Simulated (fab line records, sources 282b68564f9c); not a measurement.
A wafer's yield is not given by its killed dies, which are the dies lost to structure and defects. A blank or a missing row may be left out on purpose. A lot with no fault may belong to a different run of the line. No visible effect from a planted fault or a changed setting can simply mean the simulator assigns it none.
fab line records	flow ritCmos
record lots=14	wafers=42	lastDay=6
route steps=202 shown REOX@102 PLDD@123 NLDD@160 CONTACT@171 M1@202
lots that met no fault: from a run of the same line without faults
startH: hours from the record's first day to the start of the lot's first wafer shown	waitH: how many hours have passed since the lot's step before this one	" same as the row above	L1.1+2: several wafers, shown together as one row	- either no value or no given start	* or withheld: withheld	< > ~ a bound
route shown NAME@n: NAME is a module with steps in the file, n the number in the route of the first one	usual: mean/standard deviation of fault-free wafers	same: alike in all rows	chamber/n: place in a boat	sites: readings site by site	_std_site: how widely they spread, as a standard deviation	_edge_site: mean of outer sites minus mean of inner sites	radiusMm: for every site, how far away it sits from the centre of the wafer	mask NAME#n: copy n	behind: the last tool/chamber to shape the wafer	hold: reason for holding the lot/hours on hold/outcome of the hold	device: transistor that didn't switch, given as n, p or np	end of line: tests run on the same wafers once the route is complete	where a step has no rows: the recipe by itself	killed: count of dies lost to structure and defects at first sort (not the wafer's yield)	map: a wafer's dies, marking killed ones x, the rest . and places with no die _
set.NAME: setting as actually run; set.NAME@STEP: the setting as run at that earlier step	model.NAME: the simulator's own value behind a step, which no gauge read
one table for each step of the route and one row for each wafer, over a sample of lots
services: when a tool's chamber went out of use (startH, in hours from the record's first day, below 0 if earlier), for how many hours, and the reason
## steps
# step RIT_REOX_THK_MEAS_04
# recipe reads=SiO2_of_REOX_OXIDATION_03
# usual REOX_OXIDE_THK=25.4/0.42
lot.wafer	tool	chamber	startH	waitH	REOX_OXIDE_THK[nm]
L770.1	filmMetro-03	-	42.05	0.0	25.8
L770.4	"	-	"	"	25.9
L770.6	"	-	"	"	26.0
L771.1	filmMetro-01	-	51.61	0.0	25.3
L771.2	"	-	"	"	25.4
L771.4	"	-	"	"	25.3
L772.1	filmMetro-04	-	55.30	0.0	25.3
L772.2	"	-	"	"	25.6
L772.5	"	-	"	"	24.9
L774.1	filmMetro-01	-	64.01	0.0	25.6
L774.2	"	-	"	"	25.0
L774.6	"	-	"	"	25.6
L775.1	filmMetro-01	-	71.60	0.0	25.9
L775.5	"	-	"	"	25.2
L775.6	"	-	"	"	25.7
L776.1	filmMetro-01	-	72.24	0.0	24.7
L776.3	"	-	"	"	25.3
L776.6	"	-	"	"	24.9
L779.1	filmMetro-04	-	89.47	0.0	24.8
L779.3	"	-	"	"	25.0
L779.5	"	-	"	"	25.1
L780.2	filmMetro-01	-	92.46	0.0	25.6
L780.3	"	-	"	"	25.6
L780.4	"	-	"	"	26.0
L781.1	filmMetro-03	-	97.41	0.0	25.2
L781.4	"	-	"	"	25.2
L781.6	"	-	"	"	25.0
L783.1	filmMetro-03	-	106.65	0.0	25.4
L783.2	"	-	"	"	25.3
L783.4	"	-	"	"	25.4
L782.4	filmMetro-01	-	106.68	0.0	25.5
L782.5	"	-	"	"	25.8
L782.6	"	-	"	"	25.9
L787.1	filmMetro-04	-	130.13	0.0	25.5
L787.4	"	-	"	"	25.2
L787.6	"	-	"	"	25.2
L788.1	filmMetro-03	-	134.52	0.0	26.1
L788.4	"	-	"	"	25.8
L788.5	"	-	"	"	25.7
L789.3	filmMetro-03	-	138.01	0.0	25.7
L789.4	"	-	"	"	25.5
L789.5	"	-	"	"	25.6
# step RIT_PLDD_STRIP_09
# recipe chemistry=O2	timeS=180	resist=NOVOLAK	platenTempC=withheld	powerW=500	pressureMtorr=4000	o2FlowSccm=4000
# usual drypumpMotorCurrentA=5.7/0.39
lot.wafer	tool	chamber	startH	waitH	drypumpMotorCurrentA	rfHoursCounterH
L770.1	plasmaAsher-01	0	44.72	0.1	5.7	39
L770.4	"	1	"	"	5.1	-
L770.6	"	1	"	"	5.1	-
L771.1	plasmaAsher-04	0	54.29	0.1	6.0	43
L771.2	"	1	"	"	5.3	43
L771.4	"	0	"	"	6.0	-
L772.1	plasmaAsher-02	0	58.22	0.1	6.0	42
L772.2	"	1	"	"	6.1	42
L772.5	"	1	"	"	6.1	-
L774.1	plasmaAsher-02	1	67.19	0.1	6.1	43
L774.2	"	0	"	"	6.1	43
L774.6	"	0	"	"	6.0	-
L775.1	plasmaAsher-04	1	74.47	0.1	5.3	45
L775.5	"	1	"	"	5.3	-
L775.6	"	0	"	"	6.0	-
L776.1	plasmaAsher-02	1	75.03	0.1	6.1	44
L776.3	"	1	"	"	6.1	-
L776.6	"	1	"	"	6.1	-
L779.1	plasmaAsher-04	1	92.13	0.1	5.3	47
L779.3	"	0	"	"	6.0	-
L779.5	"	0	"	"	6.0	-
L780.2	plasmaAsher-04	0	95.25	0.1	6.0	47
L780.3	"	1	"	"	5.4	-
L780.4	"	0	"	"	6.0	-
L781.1	plasmaAsher-04	1	100.42	0.1	5.3	48
L781.4	"	1	"	"	5.3	-
L781.6	"	1	"	"	5.3	-
L782.4	plasmaAsher-02	0	109.50	0.1	6.0	-
L782.5	"	0	"	"	6.1	-
L782.6	"	1	"	"	6.1	-
L783.1	plasmaAsher-01	1	109.90	0.1	5.1	47
L783.2	"	0	"	"	5.7	47
L783.4	"	1	"	"	5.1	-
L787.1	plasmaAsher-04	1	132.97	0.1	5.3	2
L787.4	"	0	"	"	6.0	-
L787.6	"	0	"	"	6.0	-
L788.1	plasmaAsher-04	0	137.19	0.1	6.0	2
L788.4	"	1	"	"	5.3	-
L788.5	"	1	"	"	5.3	-
L789.3	plasmaAsher-02	1	140.71	0.1	6.1	-
L789.4	"	0	"	"	6.0	-
L789.5	"	0	"	"	6.0	-
# step RIT_SDANNEAL_RS_MEAS_07
# recipe thkMeasGauge=four-point-probe
# usual NLDD_RS=151.5/0.45
lot.wafer	tool	chamber	startH	waitH	NLDD_RS[ohm/sq]
L770.1	filmMetro-04	-	52.03	0.1	152.1
L770.4	"	-	"	"	152.1
L770.6	"	-	"	"	151.8
L771.1	filmMetro-04	-	60.66	0.1	152.3
L771.2	"	-	"	"	151.9
L771.4	"	-	"	"	151.6
L772.1	filmMetro-03	-	64.92	0.1	151.5
L772.2	"	-	"	"	151.3
L772.5	"	-	"	"	151.1
L774.1	filmMetro-02	-	74.02	0.1	151.3
L774.2	"	-	"	"	151.2
L774.6	"	-	"	"	151.5
L775.1	filmMetro-03	-	81.07	0.1	151.4
L775.5	"	-	"	"	150.9
L775.6	"	-	"	"	151.1
L776.1	filmMetro-02	-	81.62	0.1	151.2
L776.3	"	-	"	"	150.7
L776.6	"	-	"	"	150.9
L779.1	filmMetro-03	-	99.41	0.1	151.3
L779.3	"	-	"	"	151.1
L779.5	"	-	"	"	151.0
L780.2	filmMetro-04	-	103.32	0.1	152.1
L780.3	"	-	"	"	151.6
L780.4	"	-	"	"	152.0
L781.1	filmMetro-04	-	108.04	0.1	151.8
L781.4	"	-	"	"	151.5
L781.6	"	-	"	"	151.4
L782.4	filmMetro-02	-	116.49	0.1	151.6
L782.5	"	-	"	"	151.8
L782.6	"	-	"	"	151.0
L783.1	filmMetro-04	-	116.83	0.1	150.9
L783.2	"	-	"	"	151.3
L783.4	"	-	"	"	151.2
L787.1	filmMetro-02	-	139.45	0.1	151.9
L787.4	"	-	"	"	152.0
L787.6	"	-	"	"	152.2
L788.1	filmMetro-03	-	143.58	0.1	151.3
L788.4	"	-	"	"	151.0
L788.5	"	-	"	"	150.5
L789.3	filmMetro-03	-	147.55	0.1	151.7
L789.4	"	-	"	"	152.0
L789.5	"	-	"	"	151.7
# step RIT_CONTACT_COAT_03
# recipe resist=NOVOLAK	spinRpm=3250	resistThkNm=1000
# usual chillPlateTempC=23.02/0.1	dispensePressureKPa=49.4/1.3	exhaustPa=45.0/0.86
lot.wafer	tool	chamber	startH	waitH	chillPlateTempC	dispensePressureKPa	exhaustPa
L770.1	lithoTrack-02	0	52.94	0.1	22.78	51.1	44.8
L770.4	"	0	"	"	23.06	51.1	44.9
L770.6	"	0	"	"	23.09	51.1	45.5
L771.1	lithoTrack-02	0	61.57	0.1	23.00	51.1	44.1
L771.2	"	0	"	"	22.89	51.1	44.8
L771.4	"	0	"	"	22.90	51.2	44.7
L772.1	lithoTrack-01	0	65.82	0.1	22.89	47.9	43.9
L772.2	"	0	"	"	23.04	48.0	44.3
L772.5	"	0	"	"	23.06	48.0	45.0
L774.1	lithoTrack-03	0	74.92	0.1	23.16	49.8	43.8
L774.2	"	0	"	"	22.94	49.7	44.1
L774.6	"	0	"	"	23.10	49.8	45.4
L775.1	lithoTrack-01	0	81.96	0.1	22.88	48.0	44.2
L775.5	"	0	"	"	23.07	47.9	43.8
L775.6	"	0	"	"	22.95	47.9	44.9
L776.1	lithoTrack-01	0	82.53	0.1	23.09	47.9	45.5
L776.3	"	0	"	"	22.88	47.9	46.1
L776.6	"	0	"	"	23.01	48.0	44.4
L779.1	lithoTrack-01	0	100.37	0.1	23.07	48.0	46.4
L779.3	"	0	"	"	23.15	47.9	45.7
L779.5	"	0	"	"	22.84	48.0	45.2
L780.2	lithoTrack-01	0	104.22	0.1	22.85	48.0	45.0
L780.3	"	0	"	"	22.97	47.9	44.5
L780.4	"	0	"	"	23.02	48.0	44.2
L781.1	lithoTrack-02	0	108.94	0.1	23.05	51.2	46.4
L781.4	"	0	"	"	23.02	51.2	47.1
L781.6	"	0	"	"	23.17	51.2	46.2
L782.4	lithoTrack-03	0	117.42	0.1	23.07	49.7	44.9
L782.5	"	0	"	"	22.93	49.7	43.8
L782.6	"	0	"	"	23.00	49.7	45.6
L783.1	lithoTrack-03	0	117.80	0.1	23.02	49.8	45.2
L783.2	"	0	"	"	23.11	49.8	45.6
L783.4	"	0	"	"	22.97	49.8	43.5
L787.1	lithoTrack-03	-	140.45	0.1	-	-	-
L787.4	"	-	"	"	-	-	-
L787.6	"	-	"	"	-	-	-
L788.1	lithoTrack-01	-	144.48	0.1	-	-	-
L788.4	"	-	"	"	-	-	-
L788.5	"	-	"	"	-	-	-
L789.3	lithoTrack-02	0	148.46	0.1	22.85	51.2	43.8
L789.4	"	0	"	"	23.00	51.2	43.8
L789.5	"	0	"	"	22.85	51.2	44.8
# step RIT_CONTACT_CD_MEAS_08
# recipe targetCdNm=1000
# usual cdNm=1000.1/2.3
lot.wafer	tool	chamber	startH	waitH	cdNm
L770.1	cdSem-01	-	53.75	-	999.4
L770.4	"	-	"	"	998.9
L770.6	"	-	"	"	997.1
L771.1	cdSem-01	-	62.38	-	1000.1
L771.2	"	-	"	"	1000.4
L771.4	"	-	"	"	1002.1
L772.1	cdSem-01	-	66.76	-	1001.5
L772.2	"	-	"	"	1001.7
L772.5	"	-	"	"	1001.0
L774.1	cdSem-02	-	75.74	-	999.5
L774.2	"	-	"	"	998.7
L774.6	"	-	"	"	1000.8
L775.1	cdSem-01	-	82.91	-	1001.1
L775.5	"	-	"	"	1000.4
L775.6	"	-	"	"	999.7
L776.1	cdSem-02	-	83.47	-	999.8
L776.3	"	-	"	"	999.1
L776.6	"	-	"	"	998.7
L779.1	cdSem-02	-	101.31	-	999.6
L779.3	"	-	"	"	999.6
L779.5	"	-	"	"	1000.9
L780.2	cdSem-02	-	105.03	-	1000.2
L780.3	"	-	"	"	997.8
L780.4	"	-	"	"	998.2
L781.1	cdSem-02	-	109.88	-	997.8
L781.4	"	-	"	"	995.9
L781.6	"	-	"	"	996.6
L782.4	cdSem-01	-	118.35	-	1004.1
L782.5	"	-	"	"	1003.1
L782.6	"	-	"	"	1005.9
L783.1	cdSem-01	-	118.74	-	1000.8
L783.2	"	-	"	"	999.3
L783.4	"	-	"	"	1000.4
L787.1	cdSem-01	-	141.39	-	-
L787.4	"	-	"	"	-
L787.6	"	-	"	"	-
L788.1	cdSem-02	-	145.45	-	-
L788.4	"	-	"	"	-
L788.5	"	-	"	"	-
L789.3	cdSem-01	-	149.39	-	1001.2
L789.4	"	-	"	"	998.8
L789.5	"	-	"	"	1000.2
# step RIT_M1_PROBE_99
# usual killedAtContacts=0.1/0.27	killedAtFrontEnd=6.7/2.9	killedDies=6.7/2.9	killedOnRim=1.8/1.4	killedOpen=3.4/1.8	killedShort=3.3/2.2
# same grossDies=264	killed_at_M0_to_M3=0	killed_at_M4_up=0	killedAtBackSide=0	killedAtOther=0
lot.wafer	tool	chamber	startH	waitH	hold	killedAtContacts	killedAtFrontEnd	killedDies	killedOnRim	killedOpen	killedShort
L775.1	prober-01	-	88.22	0.1	-	0	10	10	3	4	6
L775.5	prober-01	-	88.42	0.2	-	1	6	7	1	6	1
L775.6	prober-01	-	88.47	0.2	-	0	2	2	1	2	0
L779.1	prober-02	-	106.96	0.1	-	0	7	7	1	3	4
L779.3	prober-02	-	107.06	0.2	-	0	4	4	2	4	0
L779.5	prober-02	-	107.16	0.2	-	0	6	6	1	3	3
L782.4	prober-01	-	123.70	0.2	-	0	4	4	1	4	0
L782.5	prober-01	-	123.75	0.2	-	0	10	10	4	6	4
L782.6	prober-01	-	123.80	0.2	-	0	4	4	0	3	1
L783.1	prober-02	-	125.05	0.1	-	0	6	6	1	5	1
L783.2	prober-02	-	125.10	0.1	-	1	6	7	1	1	6
L783.4	prober-02	-	125.20	0.2	-	0	9	9	3	6	3
L787.1	prober-02	-	150.34	3.5	awaitDispo/3.7h/scrap	259	5	264	70	1	5
L787.4	prober-02	-	150.49	3.6	awaitDispo/3.7h/scrap	254	10	264	70	4	6
L787.6	prober-02	-	150.59	3.6	awaitDispo/3.7h/scrap	261	3	264	70	1	3
L789.3	prober-02	-	154.74	0.2	-	0	6	6	0	2	4
L789.4	prober-02	-	154.79	0.2	-	0	4	4	0	2	2
L789.5	prober-02	-	154.84	0.2	-	0	5	5	2	3	2
L788.1	prober-01	-	155.08	4.2	awaitDispo/2.6h/scrap	255	9	264	70	6	3
L788.4	prober-01	-	155.23	4.3	awaitDispo/2.6h/scrap	261	3	264	70	2	1
L788.5	prober-01	-	155.28	4.3	awaitDispo/2.6h/scrap	259	5	264	70	4	1
# killed by level:class
L775.1 GATE:geometricParticle:short=5 GATE:geometricParticle:open=3 FOX1:geometricParticle:open=1 SILICIDE:geometricParticle:short=1
L775.5 GATE:geometricParticle:open=4 FOX2:geometricParticle:open=1 GATE:geometricParticle:short=1 CONTACT:geometricParticle:open=1
L775.6 FOX1:geometricParticle:open=1 REOX:geometricParticle:open=1
L779.1 FOX1:geometricParticle:open=2 FOX1:geometricParticle:short=1 GATE:geometricParticle:short=1 REOX:geometricParticle:open=1 REOX:geometricParticle:short=1 SILICIDE:geometricParticle:short=1
L779.3 GATE:geometricParticle:open=2 FOX1:geometricParticle:open=1 REOX:geometricParticle:open=1
L779.5 SPACER:geometricParticle:short=2 GATE:geometricParticle:short=1 FOX1:geometricParticle:open=1 FOX2:geometricParticle:open=1 SPACER:geometricParticle:open=1
L782.4 REOX:geometricParticle:open=2 FOX1:geometricParticle:open=1 GATE:geometricParticle:open=1
L782.5 GATE:geometricParticle:short=4 GATE:geometricParticle:open=4 REOX:geometricParticle:open=2
L782.6 GATE:geometricParticle:open=1 REOX:geometricParticle:short=1 SPACER:geometricParticle:open=1 SILICIDE:geometricParticle:open=1
L783.1 FOX2:geometricParticle:open=2 GATE:geometricParticle:open=2 FOX1:geometricParticle:short=1 REOX:geometricParticle:open=1
L783.2 FOX2:geometricParticle:short=2 GATE:geometricParticle:short=2 FOX1:geometricParticle:open=1 SILICIDE:geometricParticle:short=1 CONTACT:geometricParticle:short=1
L783.4 GATE:geometricParticle:open=3 SILICIDE:geometricParticle:open=2 FOX1:geometricParticle:open=1 FOX1:geometricParticle:short=1 FOX2:geometricParticle:short=1 GATE:geometricParticle:short=1
L787.1 CONTACT:areaExpose=258 GATE:geometricParticle:short=3 SPACER:geometricParticle:short=1 SILICIDE:geometricParticle:short=1 CONTACT:geometricParticle:open=1
L787.4 CONTACT:areaExpose=254 GATE:geometricParticle:open=3 SPACER:geometricParticle:short=2 SILICIDE:geometricParticle:short=2 GATE:geometricParticle:short=1 REOX:geometricParticle:short=1 SILICIDE:geometricParticle:open=1
L787.6 CONTACT:areaExpose=260 FOX1:geometricParticle:short=1 GATE:geometricParticle:short=1 REOX:geometricParticle:short=1 CONTACT:geometricParticle:open=1
L789.3 GATE:geometricParticle:short=3 FOX2:geometricParticle:short=1 GATE:geometricParticle:open=1 SILICIDE:geometricParticle:open=1
L789.4 GATE:geometricParticle:short=1 SPACER:geometricParticle:open=1 SPACER:geometricParticle:short=1 SILICIDE:geometricParticle:open=1
L789.5 GATE:geometricParticle:open=2 GATE:geometricParticle:short=1 SPACER:geometricParticle:open=1 SILICIDE:geometricParticle:short=1
L788.1 CONTACT:areaExpose=255 REOX:geometricParticle:open=3 FOX1:geometricParticle:open=2 REOX:geometricParticle:short=2 GATE:geometricParticle:open=1 SPACER:geometricParticle:short=1
L788.4 CONTACT:areaExpose=261 FOX1:geometricParticle:open=1 FOX1:geometricParticle:short=1 REOX:geometricParticle:open=1
L788.5 CONTACT:areaExpose=259 REOX:geometricParticle:open=2 SILICIDE:geometricParticle:open=2 SPACER:geometricParticle:short=1
## services
tool	chamber	startH	hours	kind
plasmaAsher-04	-	108.75	9.0	pm
plasmaAsher-04	0	108.75	9.0	ventCycle
plasmaAsher-04	1	108.75	9.0	ventCycle
plasmaAsher-04	0	117.75	-	clean
plasmaAsher-04	1	117.75	-	clean
plasmaAsher-01	-	145.12	2.8	pm
## key
firstSign step=RIT_CONTACT_COAT_03	reading=toolRecord	direction=missing
effect step=RIT_CONTACT_CD_MEAS_08	reading=cdNm	direction=missing
effect step=RIT_M1_PROBE_99	reading=killedAtContacts	direction=up	sigmas=99+	usual=0.1	struck=258.2
moreKillsBornAt RIT_CONTACT_EXPOSE_05@ilineStepper-01=1547
metAt RIT_CONTACT_COAT_03
struckLots L787,L788
laterRowsLeftOut L787.1,L787.4,L787.6,L788.1,L788.4,L788.5
testerLeftOut L787,L788
notActingAt RIT_REOX_THK_MEAS_04,RIT_PLDD_STRIP_09,RIT_SDANNEAL_RS_MEAS_07
onsetBetween 117.80 140.45
fault kind=skippedStepWhole	tool=lithoTrack-01,lithoTrack-03	chamber=-	onsetH=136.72	steps=RIT_CONTACT_COAT_03	scope=struckLotsOnly
# testerLeftOut: of these lots the tester's yield and bins aren't shown, on N5 and GAA mostly nor the transistor test; their killed dies are dies lost to structure and defects alone, not to doping, threshold or leakage, so they don't give the yield
# laterRowsLeftOut: the simulator's readings of these wafers behind a module that went badly wrong aren't trusted and aren't shown, but for the sort
